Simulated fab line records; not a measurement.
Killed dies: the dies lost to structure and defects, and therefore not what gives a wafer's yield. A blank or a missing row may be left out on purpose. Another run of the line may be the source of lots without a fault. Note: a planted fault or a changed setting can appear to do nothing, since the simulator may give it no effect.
Split-lot trial    flow berkeley-cmos170    23 wafers read from 5 lots, route of 331 steps

## ON THE SPLIT
At UCB170_PVT_IMPLANT_07, the setting dose-cm2 was moved away from the recipe's 2e+12 on 11 of the 23 wafers read, by -3.1% to +7.3%. All remaining wafers had this setting at the recipe value.

## FROM SPLIT TO READING: 1 step shown by the file between the two
- UCB170_PVT_STRIP_08: strips in O2 (also split here: o2-flow-sccm)

## THE READING
PVT_TW, at UCB170_PVT_TW_MEAS_09. Typical for fault-free wafers on this fab line: 506.6, with standard deviation 2.7.

wafer   tool, chamber at the split  dose-cm2 as run  against the recipe  PVT_TW  against lot-mates on the recipe
L074.1  implanter-02, 0             2.145e+12        +7.3%               511.7   +11.4
L074.2  implanter-02, 0             2e+12            recipe              499.7   -
L074.3  implanter-02, 0             2e+12            recipe              498.6   -
L074.5  implanter-02, 0             2.145e+12        +7.3%               513.4   +13.1
L074.6  implanter-02, 0             2e+12            recipe              502.7   -
L079.1  implanter-01, 0             2e+12            recipe              509.2   -
L079.2  implanter-01, 0             1.96e+12         -2.0%               504.9   -3.9
L079.3  implanter-01, 0             1.96e+12         -2.0%               506.0   -2.8
L079.4  implanter-01, 0             1.96e+12         -2.0%               504.0   -4.8
L079.6  implanter-01, 0             2e+12            recipe              508.3   -
L078.1  implanter-02, 0             2e+12            recipe              510.2   -
L078.2  implanter-02, 0             1.937e+12        -3.1%               502.8   -5.6
L078.3  implanter-02, 0             2e+12            recipe              506.7   -
L078.4  implanter-02, 0             1.937e+12        -3.1%               504.5   -3.9
L078.6  implanter-02, 0             1.937e+12        -3.1%               502.4   -6.1
L082.3  implanter-02, 0             2e+12            recipe              506.3   -
L082.4  implanter-02, 0             2e+12            recipe              507.4   -
L082.5  implanter-02, 0             2e+12            recipe              508.4   -
L081.1  implanter-02, 0             2.104e+12        +5.2%               512.9   +9.1
L081.2  implanter-02, 0             2.104e+12        +5.2%               514.3   +10.5
L081.3  implanter-02, 0             2e+12            recipe              505.5   -
L081.4  implanter-02, 0             2.104e+12        +5.2%               511.7   +7.9
L081.6  implanter-02, 0             2e+12            recipe              502.1   -

FIT RESULTS
A straight line over all 23 wafers: PVT_TW changes by +1.03 for each +1% of dose-cm2; r = +0.75; the points scatter about the line by 3.
The same after taking each lot's own level away (the mean of its wafers on the recipe; 23 wafers): +1.72 for each +1%; r = +0.98; scatter 1.3.
That fit puts the effect of the largest move of dose-cm2 on the reading at 12.
From 500.33 to 508.75: that is the span of the lots' own levels, equal to 3.1 times the standard deviation above.
So the lot-to-lot level blurs the effect unless lot-mates are compared.
Check: for one of the wafers moved furthest among these (+7.3%), held out of the fit, the line's prediction against its lot-mates is +12.8. It came out at +11.4 against them.

## ADDITIONAL SPLITS CARRIED BY THESE WAFERS
These wafers also went through other splits before the reading. Each is held against what the fit with the lots' levels taken away leaves over:
other split on the same wafers        wafers away from the commonest value  r with PVT_TW (lot level and that fit taken away)
UCB170_PWELL_OXIDATION_02 temp-c      15                                    -0.02
UCB170_ACTIVE_OXIDATION_02 ox-time-s  18                                    +0.03
UCB170_PFIELD_COAT_01 spin-rpm        8                                     -0.01
UCB170_FIELD_OXIDATION_01 ox-time-s   10                                    -0.02
UCB170_PVT_STRIP_08 o2-flow-sccm      9                                     +0.04

## THE FILE'S OWN FIT
PVT_TW changes by +1.71 for each +1% of dose-cm2, r = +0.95.
